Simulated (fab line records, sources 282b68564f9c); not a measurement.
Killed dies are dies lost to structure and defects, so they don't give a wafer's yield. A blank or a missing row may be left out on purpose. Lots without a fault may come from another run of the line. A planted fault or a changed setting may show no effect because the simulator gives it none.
Split-lot experiment | flow rit_cmos | 5 lots, 23 wafers read, on a route of 202 steps

THE SPLIT
At RIT_NWELL_IMPLANT_08, the setting dose_cm2 was moved away from the recipe's 5e+13 on 8 of the 23 wafers read, by -7.3% to -5.0%. The other wafers ran this setting at the recipe's value.

FROM THE SPLIT TO THE READING: what the file shows between them, 5 steps
- RIT_NWELL_STRIP_09: strips in O2, time 180 s
- RIT_NWELL_TW_MEAS_10
- RIT_PWELL_DEVELOP_05: develop time 68 s (also split here: dev_temp_c)
- RIT_PWELL_HARDBAKE_07: time 120 s
- RIT_WELLDRIVE_ANNEAL_00: time 14700 s

THE READING
NWELL_RS, in ohm/sq, at RIT_WELLDRIVE_RS_MEAS_01 (measures by four-point-probe). Fault-free wafers of this fab line usually give 275.7 ohm/sq, standard deviation 0.69 ohm/sq.

wafer  | tool, chamber at the split | dose_cm2 as run | against the recipe | NWELL_RS, ohm/sq | against lot-mates on the recipe
L076.1 | implanter-01, 0            | 5e+13           | recipe             | 275.4            | -
L076.3 | implanter-01, 0            | 5e+13           | recipe             | 274.9            | -
L076.6 | implanter-01, 0            | 5e+13           | recipe             | 275.1            | -
L077.1 | implanter-02, 0            | 5e+13           | recipe             | 275.8            | -
L077.3 | implanter-02, 0            | 4.637e+13       | -7.3%              | 289.3            | +13.8
L077.4 | implanter-02, 0            | 5e+13           | recipe             | 275.5            | -
L077.5 | implanter-02, 0            | 5e+13           | recipe             | 275.2            | -
L077.6 | implanter-02, 0            | 4.637e+13       | -7.3%              | 288.5            | +13.0
L078.1 | implanter-02, 0            | 5e+13           | recipe             | 274.8            | -
L078.2 | implanter-02, 0            | 5e+13           | recipe             | 275.7            | -
L078.3 | implanter-02, 0            | 5e+13           | recipe             | 276.3            | -
L078.4 | implanter-02, 0            | 5e+13           | recipe             | 275.7            | -
L078.5 | implanter-02, 0            | 5e+13           | recipe             | 276.6            | -
L080.1 | implanter-02, 0            | 5e+13           | recipe             | 275.9            | -
L080.2 | implanter-02, 0            | 4.654e+13       | -6.9%              | 288.5            | +12.5
L080.3 | implanter-02, 0            | 4.654e+13       | -6.9%              | 287.5            | +11.5
L080.5 | implanter-02, 0            | 5e+13           | recipe             | 276.1            | -
L080.6 | implanter-02, 0            | 4.654e+13       | -6.9%              | 287.5            | +11.5
L084.1 | implanter-02, 0            | 4.748e+13       | -5.0%              | 285.4            | +8.5
L084.2 | implanter-02, 0            | 5e+13           | recipe             | 276.5            | -
L084.3 | implanter-02, 0            | 4.748e+13       | -5.0%              | 284.9            | +8.0
L084.4 | implanter-02, 0            | 5e+13           | recipe             | 277.2            | -
L084.5 | implanter-02, 0            | 4.748e+13       | -5.0%              | 285.2            | +8.3

THE FIT
A straight line over all 23 wafers: NWELL_RS changes by -1.79 ohm/sq for each +1% of dose_cm2; r = -0.99; the points scatter about the line by 0.63 ohm/sq.
The same after taking each lot's own level away (the mean of its wafers on the recipe; 23 wafers): -1.74 ohm/sq for each +1%; r = -1.00; scatter 0.51 ohm/sq.
On that fit, the largest move of dose_cm2 shifts the reading by 13 ohm/sq.
The lots' own levels span 275.13 to 276.85 ohm/sq, that is 2.5 times the standard deviation above.
So the lot-to-lot level changes the slope little: the two slopes agree.
Check: with one of the wafers moved furthest among these (-7.3%) left out of the fit, the line predicts +12.4 ohm/sq for it against its lot-mates. It came out at +13.8 ohm/sq against them.

OTHER SPLITS ON THESE WAFERS
These wafers also went through other splits before the reading. Each is held against what the fit with the lots' levels taken away leaves over:
other split on the same wafers       | wafers away from the commonest value | r with NWELL_RS (lot level and that fit taken away)
RIT_ACTIVE_EXPOSE_08 dose_mj         | 5                                    | -0.16
RIT_ACTIVE_DEVELOP_10 develop_time_s | 9                                    | -0.11
RIT_ACTIVE_ETCH_13 over_etch_frac    | 10                                   | +0.29
RIT_PWELL_DEVELOP_05 dev_temp_c      | 11                                   | -0.10

THE WHOLE CHAIN: every reading that the file lists as answering this split, in the file's order
step                     | what it does                 | reading  | change (the file's fit)           | r (the file's)
RIT_NWELL_TW_MEAS_10     |                              | NWELL_TW | +7.05 for each +1% of the setting | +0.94
RIT_WELLDRIVE_RS_MEAS_01 | measures by four-point-probe | NWELL_RS | -1.75 for each +1% of the setting | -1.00

THE FILE'S OWN FIT
NWELL_RS changes by -1.75 ohm/sq for each +1% of dose_cm2, r = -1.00.
